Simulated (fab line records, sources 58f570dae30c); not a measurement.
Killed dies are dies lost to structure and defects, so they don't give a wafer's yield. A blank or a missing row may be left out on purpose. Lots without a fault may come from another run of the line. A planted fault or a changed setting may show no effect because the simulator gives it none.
Problem report in the 8D (eight disciplines) form, filled by code | flow berkeley_cmos170 | the parts of the form that need people (team, actions taken, sign-off) are left out

1. THE PROBLEM
WELLDRIVE_OXIDE_THK at UCB170_WELLDRIVE_THK_MEAS_02 reads a mean of 177 nm on 6 wafers of 2 lots; wafers without a fault read 199 nm with a standard deviation of 3.8. That is -5.9 standard deviations from the usual mean.
First seen on wafer L995.1, day 4 08:38, on film_metro-01. The record holds 42 wafers of 14 lots with a number at this step. Rule for "out", or "out of limits": more than 4 standard deviations from the usual mean. The other wafers with a number count as sound.

2. WHAT IT IS AND WHAT IT IS NOT
question                    | is                           | is not
which readings at this step | WELLDRIVE_OXIDE_THK          | -
which lots                  | L995, L996                   | L101, L105, L110, L111, L112, L113, L114, L991, L992, L993, L994, L997
which wafers of those lots  | all that have a number       | -
read on which gauges        | film_metro-01, film_metro-04 | film_metro-02
when                        | from day 4 08:38             | up to then (12 sound wafers); but 24 sound wafers of L101, L105, L110, L111, L112, L113, L114, L997 came after

3. SUSPECTS, AND WHAT RULES EACH OUT
Counting: a tool at a process step up to the reading stays a suspect if it ran every lot that is out and no sound lot after the first of them.
- the gauge at UCB170_WELLDRIVE_THK_MEAS_02: ruled out. The wafers that are out were read on 2 gauges (film_metro-01, film_metro-04).
- furnace-04 at UCB170_WELLDRIVE_OXIDATION_01 (target thk 199 nm, ox time 9000 s): ruled out as a lasting fault. Sound lots L111 ran on it after its first lot that is out, L995 (day 4 05:08).
Left after counting: nothing in the record.

4. THE CAUSE (what the simulator had put in)
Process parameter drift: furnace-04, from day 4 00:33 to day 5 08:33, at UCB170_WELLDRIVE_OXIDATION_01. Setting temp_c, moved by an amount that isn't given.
Counting ruled it out, wrongly: the rule takes a fault to strike every lot that its tool runs from its start on, and this one did not.

5. THE CHAIN OF EFFECTS, in route order
Each row: a reading whose mean over the struck wafers that have a number lies more than 3 standard deviations from the usual. Only readings for which the record gives a usual standard deviation are gone through. hours: the time from each lot's start at the first step in this table that gives one to its start at this step, as a median over the lots. sigmas: the change in usual standard deviations.
hours | step                          | reading                | usual    | on struck wafers | change | sigmas
0     | UCB170_WELLDRIVE_OXIDATION_01 | spike_tc_centre_C      | 1103.0 C | 1083.3           | -19.7  | -16
0     | UCB170_WELLDRIVE_OXIDATION_01 | spike_tc_load_C        | 1125.1 C | 1101.5           | -23.6  | -8.1
0     | UCB170_WELLDRIVE_OXIDATION_01 | spike_tc_source_C      | 1126 C   | 1108             | -18    | -5.0
0     | UCB170_WELLDRIVE_OXIDATION_01 | tube_center_temp_C     | 1100 C   | 1080             | -20    | -99 or more
0     | UCB170_WELLDRIVE_OXIDATION_01 | tube_center_temp_C_max | 1102.8   | 1082.7           | -20.1  | -45
4     | UCB170_WELLDRIVE_THK_MEAS_02  | WELLDRIVE_OXIDE_THK    | 199 nm   | 177              | -22    | -5.9
The process steps in it:
- UCB170_WELLDRIVE_OXIDATION_01: target thk 199 nm, ox time 9000 s.
Later measuring or inspecting steps at which every struck wafer that the step has a row for has a number for every such reading, and none has moved that far: UCB170_NLDD_OVL_MEAS_07.

6. WHAT WOULD HAVE CAUGHT IT SOONER
In this record the first reading out of limits at a measuring or inspecting step was taken at day 4 08:38, 8 hours after the fault began at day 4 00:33.
The tool's own readings at UCB170_WELLDRIVE_OXIDATION_01 were out on every struck wafer that the step has a row for (spike_tc_centre_C, spike_tc_load_C, spike_tc_source_C, tube_center_temp_C, tube_center_temp_C_max): an alarm limit on them would have fired on the first of those.
